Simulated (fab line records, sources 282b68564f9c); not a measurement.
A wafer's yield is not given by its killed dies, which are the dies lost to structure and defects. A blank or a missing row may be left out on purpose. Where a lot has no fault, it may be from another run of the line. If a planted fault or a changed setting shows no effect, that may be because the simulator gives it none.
fab line records    flow ritCmos
[record] lots = 7  wafers = 21  lastDay = 7
route steps=202 shown ACTIVE@1 M1@202
lots with no fault: from the same line, run without faults
startH: hours from the record's first day to the start of the lot's first wafer shown    waitH: hours since the lot's step before    " unchanged from the row above    L1.1+2: a single row standing in for several wafers    - either no value or no given start    * or withheld: withheld    < > ~ a bound
route shown NAME@n: names a module that has steps shown in the file, with the first one's number in the route    usual: mean/standard deviation of fault-free wafers    same: alike in all rows    chamber/n: place in a boat    sites: each site's reading    _std_site: their standard deviation    _edge_site: the outer-site mean with the inner-site mean subtracted    radiusMm: how far each site lies from the wafer's centre    mask NAME#n: copy n    behind: tool/chamber where the wafer was last shaped    hold: reason for holding the lot/hours on hold/outcome of the hold    device: whichever transistor did not switch (one of n, p or np)    end of line: the tests these same wafers got at the end of their route    a step given without rows: its recipe and nothing more    killed: dies lost to structure and defects at the first sort, not the wafer's yield    map: the dies of a wafer, with x for killed, . for not killed, _ for no die there
set.NAME: the run value of the setting; set.NAME@STEP: its run value at that earlier step    model.NAME: the simulator's own value behind a step, which no gauge read
lots seen at some steps along the route; tables by step, rows by wafer
services: when a tool's chamber went out of use (startH, in hours from the record's first day, below 0 if earlier), for how many hours, and the reason
[[steps]]
[step RIT_ACTIVE_BOW_MEAS_00]
[recipe] mode = bow
[usual] INCOMING_BOW = -1/6.5
lot.wafer  tool          chamber  startH  waitH  INCOMING_BOW[um]
L732.1     filmMetro-04  -        40.00   -      -5
L732.3     "             -        "       "      14
L732.6     "             -        "       "      -2
L734.1     filmMetro-04  -        50.00   -      14
L734.5     "             -        "       "      4
L734.6     "             -        "       "      -2
L736.3     filmMetro-04  -        60.04   -      -3
L736.4     "             -        "       "      -10
L736.5     "             -        "       "      -9
L737.1     filmMetro-04  -        65.00   -      2
L737.3     "             -        "       "      -12
L737.4     "             -        "       "      6
L739.1     filmMetro-04  -        75.00   -      -7
L739.2     "             -        "       "      -12
L739.3     "             -        "       "      7
L740.3     filmMetro-04  -        80.04   -      -12
L740.4     "             -        "       "      -8
L740.5     "             -        "       "      -6
L744.2     filmMetro-03  -        100.02  -      -3
L744.3     "             -        "       "      2
L744.5     "             -        "       "      -5
[step RIT_ACTIVE_OXIDATION_01]
[recipe] tempC = 1000  ambient = O2  targetThkA = 468  oxTimeS = 3360
[step RIT_ACTIVE_THK_MEAS_02]
[recipe] reads = SiO2_of_ACTIVE_OXIDATION_01
[usual] ACTIVE_OXIDE_THK = 47.1/1
lot.wafer  tool          chamber  startH  waitH  ACTIVE_OXIDE_THK[nm]
L732.1     filmMetro-03  -        42.05   0.0    47.4
L732.3     "             -        "       "      47.7
L732.6     "             -        "       "      46.9
L734.1     filmMetro-01  -        52.59   0.0    48.1
L734.5     "             -        "       "      48.7
L734.6     "             -        "       "      47.9
L736.3     filmMetro-04  -        62.07   0.0    46.1
L736.4     "             -        "       "      46.0
L736.5     "             -        "       "      45.3
L737.1     filmMetro-03  -        67.08   0.0    47.8
L737.3     "             -        "       "      47.0
L737.4     "             -        "       "      46.4
L739.1     filmMetro-03  -        77.17   0.0    47.1
L739.2     "             -        "       "      47.3
L739.3     "             -        "       "      46.6
L740.3     filmMetro-03  -        82.07   0.0    46.6
L740.4     "             -        "       "      46.0
L740.5     "             -        "       "      46.6
L744.2     filmMetro-01  -        102.49  0.0    47.9
L744.3     "             -        "       "      47.5
L744.5     "             -        "       "      47.8
[step RIT_ACTIVE_CVD_03]
[recipe] material = Si3N4  targetThkNm = 150  tempC = 810  precursor = SiH2Cl2/NH3  timeS = 1500  pressureMtorr = 300  sih2cl2FlowSccm = 60  nh3FlowSccm = 150
[step RIT_ACTIVE_THK_MEAS_04]
[recipe] reads = Si3N4_of_ACTIVE_CVD_03
[usual] ACTIVE_NITRIDE_THK = 149.9/1.5
lot.wafer  tool          chamber  startH  waitH  ACTIVE_NITRIDE_THK[nm]
L732.1     filmMetro-03  -        43.53   0.0    149.6
L732.3     "             -        "       "      150.2
L732.6     "             -        "       "      149.9
L734.1     filmMetro-04  -        54.07   0.0    149.2
L734.5     "             -        "       "      147.7
L734.6     "             -        "       "      149.6
L736.3     filmMetro-03  -        63.55   0.0    150.8
L736.4     "             -        "       "      151.3
L736.5     "             -        "       "      149.3
L737.1     filmMetro-04  -        68.55   0.0    149.3
L737.3     "             -        "       "      147.3
L737.4     "             -        "       "      148.2
L739.1     filmMetro-03  -        80.24   0.0    149.6
L739.2     "             -        "       "      149.6
L739.3     "             -        "       "      150.2
L740.3     filmMetro-01  -        85.21   0.0    151.6
L740.4     "             -        "       "      150.1
L740.5     "             -        "       "      149.9
L744.2     filmMetro-03  -        103.97  0.0    151.6
L744.3     "             -        "       "      150.6
L744.5     "             -        "       "      153.7
[step RIT_ACTIVE_HMDS_05]
[recipe] primeTimeS = 60  primeTempC = 140
[step RIT_ACTIVE_COAT_06]
[recipe] resist = NOVOLAK  spinRpm = 3250  resistThkNm = 1000
[step RIT_ACTIVE_SOFTBAKE_07]
[recipe] resist = NOVOLAK  tempC = 90  timeS = 60
[step RIT_ACTIVE_EXPOSE_08]
[recipe] maskId = M1  na = 0.6  sourceShape = conventional  sigmaOuter = 0.6  targetCdNm = 1400  doseMj = 225
[usual] exposureDoseMJCm2 = 224.92/0.21  reticleTempC = 23.00/0.11
lot.wafer  tool             chamber  startH  waitH  mask  exposureDoseMJCm2  reticleTempC
L732.1     ilineStepper-02  0        44.16   0.2    M1#0  224.81             23.15
L732.3     "                0        "       "      M1#0  225.12             23.13
L732.6     "                0        "       "      M1#0  225.03             22.94
L734.1     ilineStepper-02  0        54.70   0.2    M1#0  225.09             22.94
L734.5     "                0        "       "      M1#0  225.10             23.02
L734.6     "                0        "       "      M1#0  225.00             23.07
L736.3     ilineStepper-01  0        64.20   0.2    M1#0  225.37             23.03
L736.4     "                0        "       "      M1#0  225.11             22.96
L736.5     "                0        "       "      M1#0  225.16             23.06
L737.1     ilineStepper-02  0        69.19   0.2    M1#0  193.20             23.11
L737.3     "                0        "       "      M1#0  193.30             22.94
L737.4     "                0        "       "      M1#0  193.21             23.21
L739.1     ilineStepper-01  0        80.75   0.1    M1#0  225.00             22.90
L739.2     "                0        "       "      M1#0  225.12             22.84
L739.3     "                0        "       "      M1#0  225.15             23.00
L740.3     ilineStepper-02  0        85.87   0.2    M1#0  199.40             22.94
L740.4     "                0        "       "      M1#0  199.52             22.95
L740.5     "                0        "       "      M1#0  199.68             22.92
L744.2     ilineStepper-02  0        104.61  0.2    M1#0  204.48             22.96
L744.3     "                0        "       "      M1#0  204.74             22.89
L744.5     "                0        "       "      M1#0  204.34             22.88
[step RIT_ACTIVE_PEB_09]
[recipe] resist = NOVOLAK  tempC = withheld  timeS = withheld
[step RIT_ACTIVE_DEVELOP_10]
[recipe] resist = NOVOLAK  developTimeS = 50  devTempC = 23
[step RIT_ACTIVE_CD_MEAS_11]
[recipe] targetCdNm = 1400
[usual] cdNm = 1399.6/1.9
lot.wafer  tool      chamber  startH  waitH  hold                     cdNm
L732.1     cdSem-02  -        44.56   -      -                        1398.3
L732.3     "         -        "       "      -                        1398.5
L732.6     "         -        "       "      -                        1398.7
L734.1     cdSem-02  -        55.10   -      -                        1399.7
L734.5     "         -        "       "      -                        1400.5
L734.6     "         -        "       "      -                        1400.0
L736.3     cdSem-01  -        64.60   -      -                        1403.0
L736.4     "         -        "       "      -                        1402.2
L736.5     "         -        "       "      -                        1404.2
L737.1     cdSem-01  -        69.59   -      awaitDispo/0.2h/release  1444.3
L737.3     "         -        "       "      awaitDispo/0.2h/release  1446.2
L737.4     "         -        "       "      awaitDispo/0.2h/release  1441.7
L737.1     cdSem-01  -        69.88   0.3    -                        1443.9
L737.3     "         -        "       "      -                        1446.3
L737.4     "         -        "       "      -                        1441.7
L739.1     cdSem-01  -        81.15   -      -                        1400.4
L739.2     "         -        "       "      -                        1400.7
L739.3     "         -        "       "      -                        1400.1
L740.3     cdSem-01  -        86.27   -      awaitDispo/0.2h/release  1433.2
L740.4     "         -        "       "      awaitDispo/0.2h/release  1433.2
L740.5     "         -        "       "      awaitDispo/0.2h/release  1434.6
L740.3     cdSem-01  -        86.56   0.3    -                        1433.2
L740.4     "         -        "       "      -                        1433.2
L740.5     "         -        "       "      -                        1434.8
L744.2     cdSem-01  -        105.01  -      awaitDispo/0.2h/release  1424.7
L744.3     "         -        "       "      awaitDispo/0.2h/release  1425.5
L744.5     "         -        "       "      awaitDispo/0.2h/release  1425.3
L744.2     cdSem-01  -        105.30  0.3    -                        1424.3
L744.3     "         -        "       "      -                        1425.9
L744.5     "         -        "       "      -                        1425.0
[step RIT_ACTIVE_ETCH_13]
[recipe] stopOn = SiO2  chemistry = SF6  target = Si3N4  timeS = 210  overEtchFrac = 0.4  SF6_flow_sccm = 200  pressureMtorr = 260  rfW = 125  targetDepthA = 2100
[usual] drypumpMotorCurrentA = 5.8/0.62  oesProductAu = 0.821/0.013  throttleValvePct = 7.52/0.12
lot.wafer  tool        chamber  startH  waitH  drypumpMotorCurrentA  oesProductAu  rfHoursCounterH  throttleValvePct  model.ACTIVE.cdNm
L732.1     rieDiel-01  1        44.83   0.1    6.4                   0.830         109              7.29              1398
L732.3     "           3        "       "      5.9                   0.826         149              7.63              1398
L732.6     "           0        "       "      4.9                   0.836         -                7.57              1398
L734.1     rieDiel-01  2        55.37   0.1    5.2                   0.800         49               7.54              1399
L734.5     "           1        "       "      6.4                   0.824         -                7.29              1400
L734.6     "           2        "       "      5.2                   0.793         -                7.53              1400
L736.3     rieDiel-04  1        64.86   0.1    6.4                   0.827         91               7.43              1403
L736.4     "           2        "       "      6.2                   0.830         9                7.49              1402
L736.5     "           2        "       "      6.2                   0.823         -                7.47              1404
L737.1     rieDiel-04  1        74.04   0.1    6.5                   0.826         91               7.43              1444
L737.3     "           3        "       "      6.2                   0.824         2                7.65              1446
L737.4     "           2        "       "      6.2                   0.814         9                7.46              1442
L739.1     rieDiel-01  1        81.47   0.1    6.4                   0.830         109              7.31              1401
L739.2     "           3        "       "      5.9                   0.827         150              7.63              1401
L739.3     "           2        "       "      5.2                   0.800         50               7.55              1400
L740.3     rieDiel-03  2        89.33   0.1    6.5                   0.823         66               7.54              1434
L740.4     "           1        "       "      6.2                   0.799         117              7.70              1433
L740.5     "           3        "       "      4.9                   0.827         -                7.43              1434
L744.2     rieDiel-03  2        111.65  0.1    6.6                   0.820         66               7.55              1425
L744.3     "           0        "       "      5.8                   0.806         61               7.60              1426
L744.5     "           1        "       "      6.2                   0.814         -                7.70              1425
[step RIT_ACTIVE_STRIP_14]
[recipe] chemistry = O2  timeS = 180  resist = NOVOLAK  platenTempC = withheld  powerW = 500  pressureMtorr = 4000  o2FlowSccm = 4000
[usual] drypumpMotorCurrentA = 5.57/0.28
lot.wafer  tool            chamber  startH  waitH  drypumpMotorCurrentA  rfHoursCounterH
L732.1     plasmaAsher-03  0        44.97   0.1    6.02                  40
L732.3     "               0        "       "      6.01                  -
L732.6     "               0        "       "      6.01                  -
L734.1     plasmaAsher-01  0        55.51   0.1    5.55                  26
L734.5     "               0        "       "      5.53                  -
L734.6     "               1        "       "      4.97                  -
L736.3     plasmaAsher-02  0        65.05   0.1    5.52                  -
L736.4     "               1        "       "      5.62                  -
L736.5     "               0        "       "      5.50                  -
L737.1     plasmaAsher-02  0        74.18   0.1    5.50                  44
L737.3     "               1        "       "      5.62                  -
L737.4     "               0        "       "      5.52                  -
L739.1     plasmaAsher-02  0        81.61   0.1    5.54                  45
L739.2     "               1        "       "      5.62                  45
L739.3     "               1        "       "      5.62                  -
L740.3     plasmaAsher-02  1        89.52   0.1    5.64                  -
L740.4     "               0        "       "      5.48                  -
L740.5     "               0        "       "      5.52                  -
L744.2     plasmaAsher-02  0        111.78  0.1    5.51                  48
L744.3     "               1        "       "      5.64                  -
L744.5     "               1        "       "      5.59                  -
[step RIT_M1_PROBE_99]
[usual] killed_at_M0_to_M3 = 0.0/0.12  killedAtFrontEnd = 7/3  killedDies = 7/3  killedOpen = 3.4/1.8  killedShort = 3.8/2.1
[same] grossDies = 264  killed_at_M4_up = 0  killedAtBackSide = 0  killedAtContacts = 0  killedAtOther = 0
lot.wafer  tool       chamber  startH  waitH  killed_at_M0_to_M3  killedAtFrontEnd  killedDies  killedOpen  killedShort
L737.1     prober-01  -        122.58  0.1    0                   10                10          1           9
L737.3     prober-01  -        122.68  0.2    0                   8                 8           4           4
L737.4     prober-01  -        122.73  0.2    0                   6                 6           2           4
L739.1     prober-01  -        127.21  0.1    0                   5                 5           4           1
L739.2     prober-01  -        127.26  0.1    0                   5                 5           4           1
L739.3     prober-01  -        127.31  0.2    0                   5                 5           3           2
L744.2     prober-02  -        168.22  0.1    0                   8                 8           3           5
L744.3     prober-02  -        168.27  0.2    0                   2                 2           1           1
L744.5     prober-02  -        168.37  0.2    0                   7                 7           4           3
// killed by level:class
L737.1 GATE:geometricParticle:short=4 SILICIDE:geometricParticle:short=4 FOX1:geometricParticle:short=1 FOX1:geometricParticle:open=1
L737.3 GATE:geometricParticle:open=4 FOX1:geometricParticle:short=2 GATE:geometricParticle:short=2
L737.4 GATE:geometricParticle:short=3 GATE:geometricParticle:open=1 SILICIDE:geometricParticle:open=1 SILICIDE:geometricParticle:short=1
L739.1 FOX1:geometricParticle:open=2 FOX1:geometricParticle:short=1 FOX2:geometricParticle:open=1 GATE:geometricParticle:open=1
L739.2 GATE:geometricParticle:open=4 FOX1:geometricParticle:short=1
L739.3 ACTIVE:geometricParticle:open=1 GATE:geometricParticle:open=1 GATE:geometricParticle:short=1 REOX:geometricParticle:short=1 SPACER:geometricParticle:open=1
L744.2 FOX1:geometricParticle:short=3 GATE:geometricParticle:short=2 FOX1:geometricParticle:open=1 REOX:geometricParticle:open=1 SILICIDE:geometricParticle:open=1
L744.3 SPACER:geometricParticle:open=1 SPACER:geometricParticle:short=1
L744.5 GATE:geometricParticle:short=3 GATE:geometricParticle:open=2 SPACER:geometricParticle:open=2
[[services]]
tool             chamber  startH  hours  kind
ilineStepper-02  -        35.36   7.5    repair
rieDiel-04       0        42.82   4.8    repair
rieDiel-01       -        45.14   0.3    repair
ilineStepper-01  0        51.18   -      calibration
plasmaAsher-03   -        76.25   2.9    repair
ilineStepper-01  -        76.63   1.7    pm
rieDiel-03       0        86.65   18.1   repair
plasmaAsher-03   -        108.75  9.0    pm
plasmaAsher-03   0        108.75  9.0    ventCycle
plasmaAsher-03   1        108.75  9.0    ventCycle
ilineStepper-02  -        110.73  1.7    repair
[[key]]
[firstSign] step = RIT_ACTIVE_EXPOSE_08  reading = exposureDoseMJCm2  direction = down  sigmas = 99+  usual = 224.92  struck = 199.10
[effect] step = RIT_ACTIVE_CD_MEAS_11  reading = visit  direction = added  through = controlLoop
[effect] step = RIT_ACTIVE_CD_MEAS_11  reading = cdNm  direction = up  sigmas = 18  usual = 1399.6  struck = 1434.3  through = controlLoop
[modelEffect] step = RIT_ACTIVE_ETCH_13  value = ACTIVE.cdNm  without = 1399  struck = 1434
metAt RIT_ACTIVE_EXPOSE_08
struckWafers L737.1,L737.3,L737.4,L740.3,L740.4,L740.5,L744.2,L744.3,L744.5
rowsEnd L740.3,L740.4,L740.5
testerLeftOut L737,L744
[loopTrim] step = RIT_ACTIVE_EXPOSE_08  setting = dose  lots = L740,L744
onsetBetween 54.70 69.19
[fault] kind = processParameterDrift  tool = ilineStepper-02  chamber = -  onsetH = 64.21  steps = RIT_ACTIVE_EXPOSE_08  channel = doseMj  offset = -31.662  shape = step  actsIn = theseRecipesOnly  stated = 225
// testerLeftOut: of these lots the tester's yield and bins aren't shown, on N5 and GAA mostly nor the transistor test; their killed dies are dies lost to structure and defects alone, not to doping, threshold or leakage, so they don't give the yield
// rowsEnd: these wafers met a further fault down the route, and their rows from its step on are left out
// loopTrim: a control loop set the setting to another value than it would have without faults
